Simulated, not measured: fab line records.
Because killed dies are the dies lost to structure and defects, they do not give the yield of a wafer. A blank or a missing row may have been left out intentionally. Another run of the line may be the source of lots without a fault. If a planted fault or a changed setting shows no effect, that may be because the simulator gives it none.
Which tool was responsible? | flow berkeley-cmos170 | 7 lots (21 wafers sampled), 1 step of a 331-step route

## WHAT EACH GAUGE READ, for each wafer
UCB170_ACTIVE_CD_MEAS_90: target cd 1200 nm.
lot  | measured    | on        | cd-nm (nm)
L833 | day 4 13:11 | cd-sem-02 | 1198.1 1198.9 1199.1
L836 | day 5 02:46 | cd-sem-02 | 1198.2 1199.8 1199.4
L837 | day 5 19:40 | cd-sem-01 | 1202.6 1200.4 1202.0
L845 | day 7 01:35 | cd-sem-01 | 1198.7 1199.0 1200.1
L850 | day 8 03:44 | cd-sem-01 | 1200.7 1199.9 1199.5
L852 | day 8 12:29 | cd-sem-01 | 1196.1 1197.9 1198.4
L854 | day 9 07:55 | cd-sem-01 | 1199.4 1197.1 1198.4

## WHAT TOOL EACH LOT RAN ON (gives the tool, then ch and the chambers of the sampled wafers, and finally the start)
Record: no process step prior to these readings.

## THE ANSWER, worked out from the rows above alone
Rule: the lots themselves supply what counts as usual. The widest of any qualifying gaps counts: lots, ordered by their means at a reading, are off when they make up no more than a third of the lots, leave a main group of 4 or more, and stand apart from it by 3 or more times the standard deviation of that group's means. A main group is skipped when, at the precision printed for the reading in the tables above, its means are all equal. A lot without any number at a reading at which 4 lots or more have one is off too. Any other lot the step has rows for is counted as sound.
No lot is off on any of the readings shown, so nothing can be concluded from this.

## WHAT THE SIMULATOR PUT IN
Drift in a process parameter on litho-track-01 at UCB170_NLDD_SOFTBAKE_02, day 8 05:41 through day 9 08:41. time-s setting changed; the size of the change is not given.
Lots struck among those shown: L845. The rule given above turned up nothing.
